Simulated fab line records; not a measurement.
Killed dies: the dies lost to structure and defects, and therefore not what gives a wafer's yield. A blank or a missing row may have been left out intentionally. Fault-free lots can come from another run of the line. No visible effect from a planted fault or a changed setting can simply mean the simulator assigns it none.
Matching of chambers ; flow berkeleyCmos170 ; 3 sister chambers for UCB170_PSD_CLEAN_11 on wetBench-01
The step cleans in SPM, time 600 s. 6 wafers are shown with their chamber, then 7 later ones without.

## WAFERS, EACH WITH ITS CHAMBER
wafer;chamber;tempC (C)
L077.3;0;119.91
L077.4;0;120.12
L080.5;3;120.13
L080.6;3;120.27
L082.2;1;119.94
L082.3;1;119.90

## WAFERS WITH NO CHAMBER GIVEN
wafer;tempC (C)
L082.6;120.24
L083.3;119.84
L083.5;119.87
L083.6;119.86
L087.2;119.95
L087.5;120.00
L087.6;119.96

## WHICH CHAMBER EACH ONE RAN IN
wafer;from the rows above;in truth
L082.6;can't be placed: 3 or 0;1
L083.3;can't be placed: 1 or 0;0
L083.5;can't be placed: 1 or 0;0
L083.6;can't be placed: 1 or 0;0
L087.2;can't be placed: 1 or 0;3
L087.5;can't be placed: 0 or 1 or 3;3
L087.6;can't be placed: 1 or 0 or 3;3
Correct placement for 0 of the 7. Unplaceable from these rows: 7, with the true chamber sitting among the candidates in 5. Number placed wrongly: 0.
How it was worked out, from the rows above alone: a wafer's distance from a chamber is the root of the sum, over the readings, of the square of ((its reading less the chamber's mean) divided by the reading's scatter). If the next closest chamber is less than 2 further off than the closest, the wafer can't be placed; otherwise it belongs to the closest. The mean given for a chamber averages the wafers shown for that chamber. The scatter: take each reading less its chamber's mean, square it, sum over the shown wafers, divide by the number of wafers less the number of chambers, and take the root.
